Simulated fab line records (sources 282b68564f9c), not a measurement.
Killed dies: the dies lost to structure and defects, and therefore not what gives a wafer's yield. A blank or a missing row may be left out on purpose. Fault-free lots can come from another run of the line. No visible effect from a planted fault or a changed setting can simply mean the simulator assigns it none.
Which tool did it? / flow rit-cmos / 11 lots with 33 wafers sampled at 3 steps, on a route of 202 steps

WHAT THE GAUGES SHOWED, per wafer
RIT_CONTACT_THK_MEAS_01. Usual: CONTACT_TEOS_THK 399 nm, standard deviation 5.2.
lot=L514; measured=day 3 04:50; on=film-metro-02; CONTACT_TEOS_THK (nm)=396 399 400; flag=
lot=L515; measured=day 3 11:38; on=film-metro-01; CONTACT_TEOS_THK (nm)=397 395 407; flag=
lot=L516; measured=day 3 14:16; on=film-metro-02; CONTACT_TEOS_THK (nm)=389 388 398; flag=
lot=L517; measured=day 3 21:51; on=film-metro-04; CONTACT_TEOS_THK (nm)=402 408 404; flag=
lot=L518; measured=day 4 03:25; on=film-metro-01; CONTACT_TEOS_THK (nm)=401 404 406; flag=
lot=L519; measured=day 4 08:53; on=film-metro-01; CONTACT_TEOS_THK (nm)=394 402 401; flag=
lot=L526; measured=day 6 05:20; on=film-metro-02; CONTACT_TEOS_THK (nm)=408 399 397; flag=
lot=L530; measured=day 6 23:06; on=film-metro-04; CONTACT_TEOS_THK (nm)=396 407 404; flag=
lot=L534; measured=day 7 10:29; on=film-metro-02; CONTACT_TEOS_THK (nm)=394 396 397; flag=
lot=L536; measured=day 7 21:15; on=film-metro-01; CONTACT_TEOS_THK (nm)=396 394 401; flag=
lot=L537; measured=day 7 23:52; on=film-metro-02; CONTACT_TEOS_THK (nm)=401 399 406; flag=

RIT_M1_OVL_MEAS_10. Usual: M1_OVL -1.0 nm, standard deviation 1.5.
lot=L514; measured=day 3 08:38; on=overlay-02; M1_OVL (nm)=-2.7 -1.6 -1.2; flag=
lot=L515; measured=day 3 15:20; on=overlay-02; M1_OVL (nm)=-4.3 -4.7 -2.6; flag=
lot=L516; measured=day 3 18:02; on=overlay-01; M1_OVL (nm)=0.0 0.7 -0.3; flag=
lot=L517; measured=day 4 01:44; on=overlay-01; M1_OVL (nm)=-1.0 0.5 -0.7; flag=
lot=L518; measured=day 4 07:11; on=overlay-01; M1_OVL (nm)=0.3 0.3 -0.5; flag=
lot=L519; measured=day 4 12:38; on=overlay-02; M1_OVL (nm)=-0.9 -3.1 -1.4; flag=
lot=L526; measured=day 6 08:58; on=overlay-02; M1_OVL (nm)=-2.2 -0.2 -2.1; flag=
lot=L530; measured=day 7 03:03; on=overlay-01; M1_OVL (nm)=1.2 3.1 1.6; flag=
lot=L534; measured=day 7 14:23; on=overlay-02; M1_OVL (nm)=-3.5 -3.4 -2.3; flag=
lot=L536; measured=day 8 01:01; on=overlay-01; M1_OVL (nm)=0.9 3.2 2.0; flag=
lot=L537; measured=day 8 03:30; on=overlay-01; M1_OVL (nm)=-2.4 -1.4 -2.2; flag=

EACH LOT AND THE TOOL THAT RAN IT (in order: tool; ch and the chambers of the sampled wafers; start)
lot=L514; RIT_ACTIVE_CLEAN_16=wet-bench-04 ch 0, day 1 15:26
lot=L515; RIT_ACTIVE_CLEAN_16=wet-bench-02 ch 0, day 1 21:35
lot=L516; RIT_ACTIVE_CLEAN_16=wet-bench-04 ch 0, day 2 01:26
lot=L517; RIT_ACTIVE_CLEAN_16=wet-bench-04 ch 2, day 2 06:26
lot=L518; RIT_ACTIVE_CLEAN_16=wet-bench-02 ch 3, day 2 14:11
lot=L519; RIT_ACTIVE_CLEAN_16=wet-bench-03 ch 2, day 2 16:35
lot=L526; RIT_ACTIVE_CLEAN_16=wet-bench-03 ch 1, day 4 03:19
lot=L530; RIT_ACTIVE_CLEAN_16=wet-bench-04 ch 0, day 5 01:31
lot=L534; RIT_ACTIVE_CLEAN_16=wet-bench-04 ch 0, day 5 19:34
lot=L536; RIT_ACTIVE_CLEAN_16=wet-bench-02 ch 2, day 6 06:11
lot=L537; RIT_ACTIVE_CLEAN_16=wet-bench-02 ch 1, day 6 11:31
- RIT_ACTIVE_CLEAN_16: cleans in dHF, time 30 s.

AS READ BY THE TOOLS THEMSELVES (means over the sampled wafers that have a number; for cases with no such wafer, the mark the record gives instead)
The record holds no such reading with a usual standard deviation.

THE ANSWER, worked out from the rows above alone
Rule: a lot counts as off when the mean over its wafers that have a number is more than 3 standard deviations away from the usual mean. A lot without any number at a reading at which 4 lots or more have one is off too. The other lots that the step has rows for count as sound. The gauges are gone through in route order, then the tools' own readings, and for those a lot's mean is taken as printed above. The first step at which some lot is off is used, and at that step the reading that is off furthest; a lot without a number counts as furthest.
No lot is off at any reading shown: from this, nothing can be told.

WHAT THE SIMULATOR HAD PUT IN
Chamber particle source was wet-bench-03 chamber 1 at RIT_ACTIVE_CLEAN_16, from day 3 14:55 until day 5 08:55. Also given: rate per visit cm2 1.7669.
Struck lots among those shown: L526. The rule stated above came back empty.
